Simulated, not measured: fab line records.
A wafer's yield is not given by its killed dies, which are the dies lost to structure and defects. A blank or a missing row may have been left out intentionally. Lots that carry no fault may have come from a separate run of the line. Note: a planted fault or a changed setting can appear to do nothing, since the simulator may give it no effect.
Problem report, 8D (eight disciplines) form, completed by code    flow berkeley_cmos170    the parts of the form that need people (team, actions taken, sign-off) are left out

== 1. THE ISSUE ==
cd_nm at UCB170_M1_CD_MEAS_09 reads a mean of 722.5 nm on 6 wafers of 2 lots; wafers without a fault read 700.1 nm with a standard deviation of 1.3. That is +17 standard deviations from the usual mean.
The step: target cd 700 nm.
First observed at day 10 04:53: wafer L918.1, on cd_sem-02. The record has a number at this step for 42 wafers belonging to 14 lots. Rule for "out" (also "out of limits"): further than 4 standard deviations from the usual mean. Any other wafer with a number is counted as sound.

== 2. WHAT IT IS, WHAT IT ISN'T ==
question                     is                      is not
which readings at this step  cd_nm                   -
which lots                   L918, L920              L906, L907, L908, L909, L910, L912, L913, L916, L924, L925, L926, L927
which wafers of those lots   all that have a number  -
read on which gauges         cd_sem-01, cd_sem-02    -
when                         from day 10 04:53       up to then (24 sound wafers); but 12 sound wafers of L924, L925, L926, L927 came after

== 3. WHAT RULES OUT EACH SUSPECT ==
Counting: a tool at a process step up to the reading stays a suspect if it ran every lot that is out and no sound lot after the first of them.
- the gauge at UCB170_M1_CD_MEAS_09: ruled out. Those wafers that are out were read across 2 gauges (cd_sem-01, cd_sem-02).
- litho_track-03 at UCB170_M1_PEB_07: kept. All lots that are out passed through it, beginning with L918 at day 10 04:37, and no sound lot followed; its final sound lot before that point was L913 at day 9 05:04. Out on those wafers are its own readings of heater_power_total_W, plate_temp_C.
After counting, what remains is litho_track-03 at UCB170_M1_PEB_07.

== 4. THE CAUSE (what the simulator had put in) ==
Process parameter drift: litho_track-03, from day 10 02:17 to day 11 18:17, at UCB170_M1_PEB_07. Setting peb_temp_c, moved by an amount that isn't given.
Only this tool survived the counting.

== 5. THE EFFECT CHAIN, in route order ==
One row per reading whose mean, taken over the struck wafers that have a number, lies over 3 standard deviations from the usual. Only readings for which the record gives a usual standard deviation are gone through. hours: the time from each lot's start at the first step in this table that gives one to its start at this step, as a median over the lots. sigmas: the change in usual standard deviations.
hours  step                  reading               usual     on struck wafers  change  sigmas
0      UCB170_M1_PEB_07      heater_power_total_W  56.81 W   54.95             -1.86   -40
0      UCB170_M1_PEB_07      plate_temp_C          130.02 C  126.65            -3.37   -28
1      UCB170_M1_CD_MEAS_09  cd_nm                 700.1 nm  722.5             +22.4   +17
Its process steps:
- UCB170_M1_PEB_07

== 6. HOW IT WOULD HAVE BEEN CAUGHT EARLIER ==
In this record the first reading out of limits at a measuring or inspecting step was taken at day 10 04:53, 3 hours after the fault began at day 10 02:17.
The tool's own readings at UCB170_M1_PEB_07 were out on every struck wafer that the step has a row for (heater_power_total_W, plate_temp_C): an alarm limit on them would have fired on the first of those.
Lots out: 2; of these, L920 started UCB170_M1_PEB_07 on litho_track-03 after day 10 04:53. Had the tool been put on hold then, it would have been spared.
